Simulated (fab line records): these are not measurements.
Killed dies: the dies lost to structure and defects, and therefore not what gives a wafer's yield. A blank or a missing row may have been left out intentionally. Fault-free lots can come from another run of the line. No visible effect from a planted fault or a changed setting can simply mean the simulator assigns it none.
Split-lot experiment / flow berkeleyCmos170 / 5 lots, 23 wafers read, on a route of 331 steps

ABOUT THE SPLIT
At UCB170_V1_CMP_02 (polishes SiO2), the setting leaveAboveRefNm was moved away from the recipe's 1000 nm on 5 of the 23 wafers read, by -6.0% to +2.7%. All remaining wafers had this setting at the recipe value.

The file shows no step between the split and the reading.

THE READING
V1_POLISHED_THK (nm), taken at UCB170_V1_THK_MEAS_04. A value of 999.6 nm with a standard deviation of 1.2 nm is what fault-free wafers of this fab line usually give.

wafer=L075.1; tool, chamber at the split=cmp-02, 2; leaveAboveRefNm as run, nm=1000; against the recipe=recipe; V1_POLISHED_THK, nm=1000.1; against lot-mates on the recipe=-
wafer=L075.2; tool, chamber at the split=cmp-02, 1; leaveAboveRefNm as run, nm=1000; against the recipe=recipe; V1_POLISHED_THK, nm=999.9; against lot-mates on the recipe=-
wafer=L075.3; tool, chamber at the split=cmp-02, 3; leaveAboveRefNm as run, nm=1000; against the recipe=recipe; V1_POLISHED_THK, nm=998.0; against lot-mates on the recipe=-
wafer=L075.5; tool, chamber at the split=cmp-02, 1; leaveAboveRefNm as run, nm=1000; against the recipe=recipe; V1_POLISHED_THK, nm=999.6; against lot-mates on the recipe=-
wafer=L075.6; tool, chamber at the split=cmp-02, 2; leaveAboveRefNm as run, nm=1000; against the recipe=recipe; V1_POLISHED_THK, nm=1000.9; against lot-mates on the recipe=-
wafer=L079.1; tool, chamber at the split=cmp-02, 1; leaveAboveRefNm as run, nm=1000; against the recipe=recipe; V1_POLISHED_THK, nm=998.3; against lot-mates on the recipe=-
wafer=L079.2; tool, chamber at the split=cmp-02, 2; leaveAboveRefNm as run, nm=939.5; against the recipe=-6.0%; V1_POLISHED_THK, nm=937.9; against lot-mates on the recipe=-60.8
wafer=L079.3; tool, chamber at the split=cmp-02, 3; leaveAboveRefNm as run, nm=1000; against the recipe=recipe; V1_POLISHED_THK, nm=997.7; against lot-mates on the recipe=-
wafer=L079.5; tool, chamber at the split=cmp-02, 0; leaveAboveRefNm as run, nm=1000; against the recipe=recipe; V1_POLISHED_THK, nm=1000.1; against lot-mates on the recipe=-
wafer=L079.6; tool, chamber at the split=cmp-02, 1; leaveAboveRefNm as run, nm=939.5; against the recipe=-6.0%; V1_POLISHED_THK, nm=938.3; against lot-mates on the recipe=-60.4
wafer=L080.1; tool, chamber at the split=cmp-01, 2; leaveAboveRefNm as run, nm=1000; against the recipe=recipe; V1_POLISHED_THK, nm=999.3; against lot-mates on the recipe=-
wafer=L080.3; tool, chamber at the split=cmp-01, 0; leaveAboveRefNm as run, nm=1000; against the recipe=recipe; V1_POLISHED_THK, nm=998.9; against lot-mates on the recipe=-
wafer=L080.4; tool, chamber at the split=cmp-01, 3; leaveAboveRefNm as run, nm=1000; against the recipe=recipe; V1_POLISHED_THK, nm=1000.0; against lot-mates on the recipe=-
wafer=L080.5; tool, chamber at the split=cmp-01, 2; leaveAboveRefNm as run, nm=1000; against the recipe=recipe; V1_POLISHED_THK, nm=999.6; against lot-mates on the recipe=-
wafer=L080.6; tool, chamber at the split=cmp-01, 3; leaveAboveRefNm as run, nm=1000; against the recipe=recipe; V1_POLISHED_THK, nm=1000.6; against lot-mates on the recipe=-
wafer=L082.2; tool, chamber at the split=cmp-01, 1; leaveAboveRefNm as run, nm=1000; against the recipe=recipe; V1_POLISHED_THK, nm=999.7; against lot-mates on the recipe=-
wafer=L082.3; tool, chamber at the split=cmp-01, 0; leaveAboveRefNm as run, nm=1000; against the recipe=recipe; V1_POLISHED_THK, nm=997.9; against lot-mates on the recipe=-
wafer=L082.6; tool, chamber at the split=cmp-01, 2; leaveAboveRefNm as run, nm=1000; against the recipe=recipe; V1_POLISHED_THK, nm=998.9; against lot-mates on the recipe=-
wafer=L085.1; tool, chamber at the split=cmp-02, 0; leaveAboveRefNm as run, nm=1027; against the recipe=+2.7%; V1_POLISHED_THK, nm=1027.0; against lot-mates on the recipe=+27.5
wafer=L085.2; tool, chamber at the split=cmp-02, 3; leaveAboveRefNm as run, nm=1027; against the recipe=+2.7%; V1_POLISHED_THK, nm=1025.0; against lot-mates on the recipe=+25.5
wafer=L085.3; tool, chamber at the split=cmp-02, 1; leaveAboveRefNm as run, nm=1027; against the recipe=+2.7%; V1_POLISHED_THK, nm=1028.0; against lot-mates on the recipe=+28.5
wafer=L085.4; tool, chamber at the split=cmp-02, 2; leaveAboveRefNm as run, nm=1000; against the recipe=recipe; V1_POLISHED_THK, nm=999.3; against lot-mates on the recipe=-
wafer=L085.5; tool, chamber at the split=cmp-02, 3; leaveAboveRefNm as run, nm=1000; against the recipe=recipe; V1_POLISHED_THK, nm=999.7; against lot-mates on the recipe=-

FIT RESULTS
A straight line over all 23 wafers: V1_POLISHED_THK changes by +10.1 nm for each +1% of leaveAboveRefNm; r = +1.00; the points scatter about the line by 0.95 nm.
The same after taking each lot's own level away (the mean of its wafers on the recipe; 23 wafers): +10 nm for each +1%; r = +1.00; scatter 0.87 nm.
That fit puts the effect of the largest move of leaveAboveRefNm on the reading at 61 nm.
The lots' own levels span 998.70 to 999.70 nm, that is 0.8 times the standard deviation above.
The two slopes agree, so the slope changes little with the lot-to-lot level.
Check: with one of the wafers moved furthest among these (-6.0%) left out of the fit, the line predicts -60.5 nm for it against its lot-mates. Against them it came out at -60.8 nm.

OTHER SPLITS APPLIED TO THESE WAFERS
Before the reading, these wafers also passed through other splits. Each is held against what the fit with the lots' levels taken away leaves over:
other split on the same wafers=UCB170_PLDD_PEB_04 pebTempC; wafers away from the commonest value=10; r with V1_POLISHED_THK (lot level and that fit taken away)=+0.13
other split on the same wafers=UCB170_NLDD_IMPLANT_08 energyKev; wafers away from the commonest value=8; r with V1_POLISHED_THK (lot level and that fit taken away)=-0.23
other split on the same wafers=UCB170_NSD_PEB_04 pebTempC; wafers away from the commonest value=4; r with V1_POLISHED_THK (lot level and that fit taken away)=-0.21
other split on the same wafers=UCB170_NSD_IMPLANT_08 doseCm2; wafers away from the commonest value=7; r with V1_POLISHED_THK (lot level and that fit taken away)=-0.07
other split on the same wafers=UCB170_SILICIDE_SPUTTER_01 timeS; wafers away from the commonest value=10; r with V1_POLISHED_THK (lot level and that fit taken away)=-0.19
other split on the same wafers=UCB170_CONTACT_STRIP_19 overashFraction; wafers away from the commonest value=7; r with V1_POLISHED_THK (lot level and that fit taken away)=+0.01

THE WHOLE CHAIN: every reading that the file lists as answering this split, in the file's order
step=UCB170_V1_CMP_02; what it does=polishes SiO2; reading=SiO2_of_V1_CVD_00.thkNm (the simulator's own value, which no gauge read); change (the file's fit)=+10 nm for each +1% of the setting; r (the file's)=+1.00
step=UCB170_V1_THK_MEAS_04; what it does=; reading=V1_POLISHED_THK; change (the file's fit)=+10 for each +1% of the setting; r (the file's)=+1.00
step=UCB170_V1_ETCH_14; what it does=etches SiO2 in CHF3/CF4/Ar, stops on Al, target depth 1250 nm, time 291 s; reading=V1.featureDepthNm (the simulator's own value, which no gauge read); change (the file's fit)=+10.1 nm for each +1% of the setting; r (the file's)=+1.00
step=UCB170_V1_ETCH_14; what it does=etches SiO2 in CHF3/CF4/Ar, stops on Al, target depth 1250 nm, time 291 s; reading=etch.depthNm (the simulator's own value, which no gauge read); change (the file's fit)=+10 nm for each +1% of the setting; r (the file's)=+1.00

FILE'S OWN FIT
V1_POLISHED_THK changes by +10 nm for each +1% of leaveAboveRefNm, r = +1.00.
